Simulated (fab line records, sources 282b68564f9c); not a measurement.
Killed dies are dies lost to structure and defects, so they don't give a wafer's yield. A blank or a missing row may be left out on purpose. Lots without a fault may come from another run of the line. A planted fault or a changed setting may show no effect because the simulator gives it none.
A struck lot beside a sound one | flow rit_cmos | 15 steps out of a route of 202
Sound: wafers L358.1, L358.3, L358.4. Struck: wafers L366.1, L366.3, L366.6. The cause comes at the end.
At each step with rows: each side's tool, then ch and its chambers, then its first start. Under that, the readings that differ: sound wafers | struck wafers | difference of the means | sigmas: that difference in standard deviations of wafers without a fault.
alike: readings whose means differ by less than 2 such deviations, and words and numbers that are the same on both sides. not compared: withheld readings, readings that some wafer has no value for, bounds like >300 that may hide the same value, and numbers for which the record gives no deviation and whose values overlap.
The two part at a step that has a row with sigmas, a row that says differs or no value, or rows on one side only. Numbers that don't overlap but have no deviation are shown without sigmas and don't part them. A reading that every wafer of one side lacks parts them only if that side has two wafers or more.

first, 4 steps without rows for these wafers: RIT_PSD_SOFTBAKE_02 (time 60 s); RIT_PSD_EXPOSE_03 (exposes mask M10, target cd 40900 nm); RIT_PSD_PEB_04; RIT_PSD_DEVELOP_05 (develop time 50 s).
RIT_PSD_OVL_MEAS_06:
  sound on overlay-01, day 3 17:40; struck on overlay-02, day 5 07:15
  alike: PSD_OVL
then, 2 steps without rows for these wafers: RIT_PSD_HARDBAKE_07 (time 60 s); RIT_PSD_IMPLANT_08.
RIT_PSD_STRIP_09: strips in O2, time 180 s.
  sound on plasma_asher-03 ch 0,1, day 3 18:00; struck on plasma_asher-01 ch 0,1, day 5 07:35
  alike: drypump_motor_current_A
  not compared: rf_hours_counter_h
RIT_PSD_TW_MEAS_10:
  sound on film_metro-04, day 3 18:11; struck on film_metro-03, day 5 07:46
  alike: PSD_TW
then, 3 steps without rows for these wafers: RIT_SDANNEAL_CLEAN_00 (cleans in SC1, time 600 s); RIT_SDANNEAL_CLEAN_01 (cleans in dHF, time 30 s); RIT_SDANNEAL_CLEAN_02 (cleans in SC2, time 600 s).
RIT_SDANNEAL_RTA_03: time 5 s.
  sound on rtp_anneal-01 ch 0, day 3 18:37; struck on rtp_anneal-01 ch 0, day 5 08:13
  reading          | sound                | struck               | difference | sigmas
  wafer_temp_C_max | 1054.6 1053.3 1052.4 | 1011.8 1012.2 1014.1 | -40.7      | -34
  alike: chamber_o2_ppm
RIT_SDANNEAL_RS_MEAS_04: measures by four-point-probe.
  sound on film_metro-03, day 3 18:40; struck on film_metro-03, day 5 08:38
  reading         | sound                | struck               | difference | sigmas
  PSD_RS (ohm/sq) | 116.18 115.84 115.85 | 144.93 145.00 144.61 | +28.89     | +99 or more
  not compared: hold
RIT_M1_PROBE_99:
  the record has rows for the sound wafers here (prober-01, day 4 03:04) and none for the struck ones

WHERE THEY PART
First at RIT_SDANNEAL_RTA_03; last, within this record, at RIT_M1_PROBE_99.

WHY: what the simulator had put in
Process parameter drift: rtp_anneal-01, from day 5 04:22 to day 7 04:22, at RIT_SDANNEAL_RTA_03. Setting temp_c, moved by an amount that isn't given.
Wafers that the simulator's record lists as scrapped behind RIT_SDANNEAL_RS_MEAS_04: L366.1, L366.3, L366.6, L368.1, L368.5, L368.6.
